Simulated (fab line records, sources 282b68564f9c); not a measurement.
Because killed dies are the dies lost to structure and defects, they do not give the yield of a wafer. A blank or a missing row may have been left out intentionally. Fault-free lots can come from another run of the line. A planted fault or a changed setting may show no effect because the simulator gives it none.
A struck lot beside a sound one	flow rit_cmos	16 steps out of a route of 202
Sound: these wafers, L878.2, L878.5, L878.6. Wafers struck: L887.2, L887.4, L887.5. Last of all comes the cause.
At each step with rows: each side's tool, then ch and its chambers, then its first start. Under that, the readings that differ: sound wafers	struck wafers	difference of the means	sigmas: that difference in standard deviations of wafers without a fault.
alike: readings whose means differ by less than 2 such deviations, and words and numbers that are the same on both sides. not compared: withheld readings, readings that some wafer has no value for, bounds like >300 that may hide the same value, and numbers for which the record gives no deviation and whose values overlap.
The two part at a step that has a row with sigmas, a row that says differs or no value, or rows on one side only. Numbers that have no deviation but don't overlap get no sigmas and don't part them. A reading missing from all wafers of one side parts the sides only when that side holds two or more wafers.

first, 4 steps without rows for these wafers: RIT_ACTIVE_SOFTBAKE_07 (time 60 s); RIT_ACTIVE_EXPOSE_08 (exposes mask M1, target cd 1400 nm); RIT_ACTIVE_PEB_09; RIT_ACTIVE_DEVELOP_10 (develop time 50 s).
RIT_ACTIVE_CD_MEAS_11: the cd target is 1400 nm.
  sound: cd_sem-02 at day 3 11:59; struck: cd_sem-02 at day 5 09:08
reading	sound	struck	difference	sigmas
cd_nm (nm)	1399.4 1400.6 1399.6	1405.5 1403.8 1405.3	+5.0	+2
then, 1 step without rows for these wafers: RIT_ACTIVE_HARDBAKE_12 (time 60 s).
RIT_ACTIVE_ETCH_13: etches Si3N4 in SF6, stops on SiO2, time 210 s, target depth 210 nm.
  sound on rie_diel-03 ch 1,2, day 3 12:22; struck on rie_diel-03 ch 0,1,2, day 5 09:23
  alike: drypump_motor_current_A, oes_product_au, throttle_valve_pct
  not compared: rf_hours_counter_h
RIT_ACTIVE_STRIP_14: strips in O2, time 180 s.
  sound on plasma_asher-04 ch 0,1, day 3 12:30; struck on plasma_asher-02 ch 0,1, day 5 09:31
  alike: drypump_motor_current_A, rf_refl_power_W
  not compared: rf_hours_counter_h
RIT_ACTIVE_CD_MEAS_90: the cd target is 1400 nm.
  sound: cd_sem-02 at day 3 12:42; struck: cd_sem-02 at day 5 09:43
reading	sound	struck	difference	sigmas
cd_nm (nm)	1399.6 1399.9 1399.8	1405.9 1403.8 1405.6	+5.3	+2
then, 3 steps without rows for these wafers: RIT_ACTIVE_CLEAN_15 (cleans in SC1, time 600 s); RIT_ACTIVE_CLEAN_16 (cleans in dHF, time 30 s); RIT_ACTIVE_CLEAN_17 (cleans in SC2, time 600 s).
RIT_FOX1_OXIDATION_00: target thk 350.7 nm, ox time 1130 s.
  sound on furnace-01 ch 0, day 3 15:08; struck on furnace-01 ch 0, day 5 10:18
reading	sound	struck	difference	sigmas
ox_time_s (s)	1130 1130 1130	1356 1356 1356	+226	
model.SiO2_of_FOX1_OXIDATION_00.thk_nm (nm)	350 350.3 349.8	392.3 389.9 391.1	+41.1	
  alike: ox_temp_c
RIT_FOX1_THK_MEAS_01:
  sound: film_metro-04 at day 3 16:27; struck: film_metro-03 at day 5 11:37
reading	sound	struck	difference	sigmas
FOX1_OXIDE_THK (nm)	350 350 350	393 389 391	+41	+7
then, 1 step without rows for these wafers: RIT_FOX1_WET_ETCH_02 (etches SiO2 in BOE, target depth 350 nm, time 390 s).
RIT_M1_PROBE_99:
  sound: prober-02 at day 5 10:28; struck: prober-01 at day 7 04:13
reading	sound	struck	difference	sigmas
model.etest.nldd.width_nm (nm)	3186 3182 3196	3152 3127 3140	-48	
model.etest.pldd.width_nm (nm)	3203 3178 3171	3142 3130 3143	-46	
model.etest.nplus_sal.width_nm (nm)	3489 3422 3471	3412 3397 3375	-66	
model.etest.pplus_sal.width_nm (nm)	3485 3448 3475	3380 3406 3389	-78	
  alike: killed_at_front_end, killed_dies, killed_open, killed_short

== WHERE THEY PART ==
At RIT_ACTIVE_CD_MEAS_11 first; at RIT_FOX1_THK_MEAS_01 last (within this record only). Later steps at which nothing parts them and some readings are alike: RIT_M1_PROBE_99.

WHY: the cause the simulator had injected
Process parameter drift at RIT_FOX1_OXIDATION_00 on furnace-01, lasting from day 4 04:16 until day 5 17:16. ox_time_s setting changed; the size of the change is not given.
